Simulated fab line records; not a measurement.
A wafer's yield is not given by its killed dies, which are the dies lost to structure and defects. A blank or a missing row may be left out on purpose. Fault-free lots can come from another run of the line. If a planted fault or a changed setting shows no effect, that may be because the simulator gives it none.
Comparing a struck lot with a sound one    flow berkeley-cmos170    14 out of 331 route steps
Sound: these wafers, L351.1, L351.3, L351.5. Wafers L349.1, L349.5, L349.6 were the ones struck. Last of all comes the cause.
Per side, at each step with rows, come the tool, then ch with its chambers, and then its first start. Under that, the readings that differ: sound wafers    struck wafers    difference of the means    sigmas: that difference in standard deviations of wafers without a fault.
alike: a reading whose means differ by less than 2 such deviations, as well as words and numbers matching on both sides. not compared: withheld readings; readings where some wafer has no value; bounds like >300 that might hide an equal value; numbers whose values overlap and for which the record gives no deviation.
Wherever a step has rows on one side only, a row that says differs or no value, or a row with sigmas, the two part there. When numbers do not overlap yet have no deviation, they are printed without sigmas and do not part them. A reading that every wafer of one side lacks parts them only if that side has two wafers or more.

UCB170_V1_BOW_MEAS_03:
  sound: film-metro-04 at day 11 08:52; struck: film-metro-04 at day 10 05:10
  alike: V1_BOW
UCB170_V1_THK_MEAS_04:
  sound: film-metro-04 at day 11 08:59; struck: film-metro-04 at day 10 05:17
  alike: V1_POLISHED_THK
then, 7 steps without rows for these wafers: UCB170_V1_CLEAN_05 (cleans in DIW); UCB170_V1_HMDS_06 (prime time 60 s); UCB170_V1_COAT_07 (resist thk 900 nm); UCB170_V1_SOFTBAKE_08 (time 60 s); UCB170_V1_EXPOSE_09 (exposes mask VIA1, target cd 700 nm); UCB170_V1_PEB_10; UCB170_V1_DEVELOP_11 (develop time 47.2 s).
UCB170_V1_CD_MEAS_12 targets a cd of 700 nm.
  sound: cd-sem-01 at day 11 10:54; struck: cd-sem-01 at day 10 08:47
  alike: cd-nm
UCB170_V1_OVL_MEAS_13:
  sound: overlay-01 at day 11 11:01; struck: overlay-01 at day 10 08:55
  alike: V1_OVL
UCB170_V1_ETCH_14: etches SiO2 in CHF3/CF4/Ar, stops on Al, target depth 1250 nm, time 291 s.
  sound on rie-diel-02 ch 0,1,2, day 11 11:03; struck on rie-diel-04 ch 0,3, day 10 08:56
  alike: drypump-motor-current-A, oes-product-au, throttle-valve-pct
  not compared: rf-hours-counter-h
UCB170_V1_STRIP_15: strips in O2.
  sound on plasma-asher-04 ch 0,1, day 11 11:14; struck on plasma-asher-01 ch 0,1, day 10 09:07
  no value came back on the struck wafers for chamber-pressure-mTorr (mTorr), drypump-motor-current-A (A), oes-product-au (a.u.), strip-time-to-endpoint-s (s); on the sound wafers chamber-pressure-mTorr (mTorr) reads 3501 3499 3499
reading                              sound  struck             difference  sigmas
model.KrF_of_V1_COAT_07.thk-nm (nm)  0 0 0  607.3 605.9 606.6  +606.6      
  not compared: rf-hours-counter-h
UCB170_V1_CD_MEAS_90 targets a cd of 700 nm.
  sound: cd-sem-01 at day 11 11:20; struck: cd-sem-02 at day 10 09:13
  alike: cd-nm

WHERE THEY PART
At UCB170_V1_STRIP_15 and nowhere else, as far as this record goes. Later steps at which nothing parts them and some readings are alike: UCB170_V1_CD_MEAS_90.

WHY: what the simulator had put in
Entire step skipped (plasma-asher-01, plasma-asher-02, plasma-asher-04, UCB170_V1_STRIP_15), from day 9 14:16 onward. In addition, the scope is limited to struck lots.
